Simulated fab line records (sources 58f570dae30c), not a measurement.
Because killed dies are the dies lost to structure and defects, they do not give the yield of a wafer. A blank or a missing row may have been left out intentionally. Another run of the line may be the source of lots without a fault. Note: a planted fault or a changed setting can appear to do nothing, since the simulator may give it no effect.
What tool caused it? || flow berkeley cmos170 || Sampling: 7 lots, 21 wafers, 4 of 331 route steps

## WHAT THE GAUGES SHOWED, per wafer
UCB170_GATE_THK_MEAS_02.
{"lot": "L830", "measured": "day 7 09:35", "on": "film metro-02", "GATE_OXIDE_THK (nm)": "6.52 6.49 6.51"}
{"lot": "L835", "measured": "day 8 02:34", "on": "film metro-02", "GATE_OXIDE_THK (nm)": "6.44 6.50 6.53"}
{"lot": "L836", "measured": "day 8 12:46", "on": "film metro-02", "GATE_OXIDE_THK (nm)": "6.64 6.44 6.56"}
{"lot": "L838", "measured": "day 8 22:52", "on": "film metro-04", "GATE_OXIDE_THK (nm)": "7.96 7.91 7.90"}
{"lot": "L842", "measured": "day 9 19:22", "on": "film metro-03", "GATE_OXIDE_THK (nm)": "6.69 6.53 6.52"}
{"lot": "L851", "measured": "day 11 18:28", "on": "film metro-04", "GATE_OXIDE_THK (nm)": "6.54 6.36 6.42"}
{"lot": "L852", "measured": "day 12 00:22", "on": "film metro-04", "GATE_OXIDE_THK (nm)": "6.66 6.52 6.64"}

## EACH LOT AND THE TOOL THAT RAN IT (in order: tool; ch and the chambers of the sampled wafers; start)
{"lot": "L830", "UCB170_PFIELD_STRIP_08": "plasma asher-04 ch 0,1, day 5 04:28", "UCB170_NVT_STRIP_08": "plasma asher-04 ch 0,1, day 7 01:13", "UCB170_GATE_OXIDATION_01": "furnace-01 ch 0, day 7 08:02"}
{"lot": "L835", "UCB170_PFIELD_STRIP_08": "plasma asher-04 ch 0,1, day 5 19:34", "UCB170_NVT_STRIP_08": "plasma asher-03 ch 0,1, day 7 16:35", "UCB170_GATE_OXIDATION_01": "furnace-01 ch 0, day 8 01:04"}
{"lot": "L836", "UCB170_PFIELD_STRIP_08": "plasma asher-02 ch 0,1, day 6 10:10", "UCB170_NVT_STRIP_08": "plasma asher-02 ch 0,1, day 8 02:38", "UCB170_GATE_OXIDATION_01": "furnace-04 ch 0, day 8 11:16"}
{"lot": "L838", "UCB170_PFIELD_STRIP_08": "plasma asher-01 ch 0,1, day 6 18:58", "UCB170_NVT_STRIP_08": "plasma asher-04 ch 0,1, day 8 11:31", "UCB170_GATE_OXIDATION_01": "furnace-01 ch 0, day 8 21:22"}
{"lot": "L842", "UCB170_PFIELD_STRIP_08": "plasma asher-02 ch 0,1, day 7 15:04", "UCB170_NVT_STRIP_08": "plasma asher-04 ch 0,1, day 9 11:52", "UCB170_GATE_OXIDATION_01": "furnace-02 ch 0, day 9 17:52"}
{"lot": "L851", "UCB170_PFIELD_STRIP_08": "plasma asher-04 ch 0,1, day 9 16:18", "UCB170_NVT_STRIP_08": "plasma asher-03 ch 0,1, day 11 07:50", "UCB170_GATE_OXIDATION_01": "furnace-02 ch 0, day 11 16:58"}
{"lot": "L852", "UCB170_PFIELD_STRIP_08": "plasma asher-04 ch 0,1, day 10 01:08", "UCB170_NVT_STRIP_08": "plasma asher-02 ch 0,1, day 11 14:49", "UCB170_GATE_OXIDATION_01": "furnace-02 ch 0, day 11 22:50"}
- UCB170_PFIELD_STRIP_08: strips in O2.
- UCB170_NVT_STRIP_08: strips in O2.
- UCB170_GATE_OXIDATION_01: target thk 6.6 nm, ox time 1800 s.

## THE ANSWER, worked out from the rows above alone
Rule: what is usual is taken from the lots themselves. Put in order of their means at a reading, lots are off if they are a third of the lots or fewer, leave a main group of 4 or more, and stand apart from it by a gap of 3 or more times the standard deviation of the main group's means; of several such gaps the widest counts. A main group is skipped when, at the precision printed for the reading in the tables above, its means are all equal. A lot without any number at a reading at which 4 lots or more have one is off too. Any other lot the step has rows for is counted as sound.
Off: at UCB170_GATE_THK_MEAS_02 (GATE_OXIDE_THK), L838. For the main group the mean is 6.53 nm and the standard deviation 0.056.
If a tool, at a process step before that reading, ran all the lots that are off and no sound lot after the first of them, it fits. Gauges at UCB170_GATE_THK_MEAS_02: tried the same way as those tools. Can't be told from this: 2 tools fit, plasma asher-01 at UCB170_PFIELD_STRIP_08, furnace-01 at UCB170_GATE_OXIDATION_01.

## WHAT HAD BEEN PUT IN BY THE SIMULATOR
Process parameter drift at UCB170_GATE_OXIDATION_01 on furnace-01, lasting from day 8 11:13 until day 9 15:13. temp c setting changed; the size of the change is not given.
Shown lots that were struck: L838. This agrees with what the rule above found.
